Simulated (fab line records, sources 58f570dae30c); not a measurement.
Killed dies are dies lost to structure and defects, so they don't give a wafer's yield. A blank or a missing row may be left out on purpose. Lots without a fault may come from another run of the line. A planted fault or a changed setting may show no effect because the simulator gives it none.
Which tool did it? | flow berkeley_cmos170 | 6 lots, 18 wafers sampled, at 3 steps of a route of 331

WHAT THE GAUGES READ, wafer by wafer
UCB170_M3_CD_MEAS_90: target cd 700 nm.
lot  | measured     | on        | cd_nm (nm)
L864 | day 8 13:56  | cd_sem-02 | 703.8 701.4 700.5
L869 | day 9 00:46  | cd_sem-02 | 704.5 701.8 702.5
L872 | day 10 00:14 | cd_sem-01 | 696.9 696.7 697.7
L878 | day 10 22:56 | cd_sem-02 | 692.0 695.1 693.4
L881 | day 12 05:52 | cd_sem-01 | 694.9 698.3 695.5
L884 | day 12 07:09 | cd_sem-01 | 699.5 699.2 701.0

WHICH TOOL RAN EACH LOT (tool, then ch and the chambers of the sampled wafers, then the start)
lot  | UCB170_M3_METAL_ETCH_18           | UCB170_M3_STRIP_19
L864 | rie_metal-03 ch 0,1, day 8 13:33  | plasma_asher-02 ch 0,1, day 8 13:44
L869 | rie_metal-03 ch 0,1, day 9 00:30  | plasma_asher-02 ch 0,1, day 9 00:40
L872 | rie_metal-02 ch 0,1, day 9 23:57  | plasma_asher-01 ch 0,1, day 10 00:08
L878 | rie_metal-02 ch 0,1, day 10 22:40 | plasma_asher-02 ch 0,1, day 10 22:49
L881 | rie_metal-04 ch 0,1, day 12 05:12 | plasma_asher-04 ch 0,1, day 12 05:23
L884 | rie_metal-04 ch 0,1, day 12 06:52 | plasma_asher-04 ch 0,1, day 12 07:03
- UCB170_M3_METAL_ETCH_18: etches Al in Cl2/BCl3, stops on SiO2, target depth 1170 nm, time 195 s.
- UCB170_M3_STRIP_19: strips in O2.

THE ANSWER, worked out from the rows above alone
Rule: what is usual is taken from the lots themselves. Put in order of their means at a reading, lots are off if they are a third of the lots or fewer, leave a main group of 4 or more, and stand apart from it by a gap of 3 or more times the standard deviation of the main group's means; of several such gaps the widest counts. A main group whose means are all the same, to the digits that the tables above print for the reading, isn't used. A lot without any number at a reading at which 4 lots or more have one is off too. The other lots that the step has rows for count as sound.
No lot is off at any reading shown: from this, nothing can be told.

WHAT THE SIMULATOR HAD PUT IN
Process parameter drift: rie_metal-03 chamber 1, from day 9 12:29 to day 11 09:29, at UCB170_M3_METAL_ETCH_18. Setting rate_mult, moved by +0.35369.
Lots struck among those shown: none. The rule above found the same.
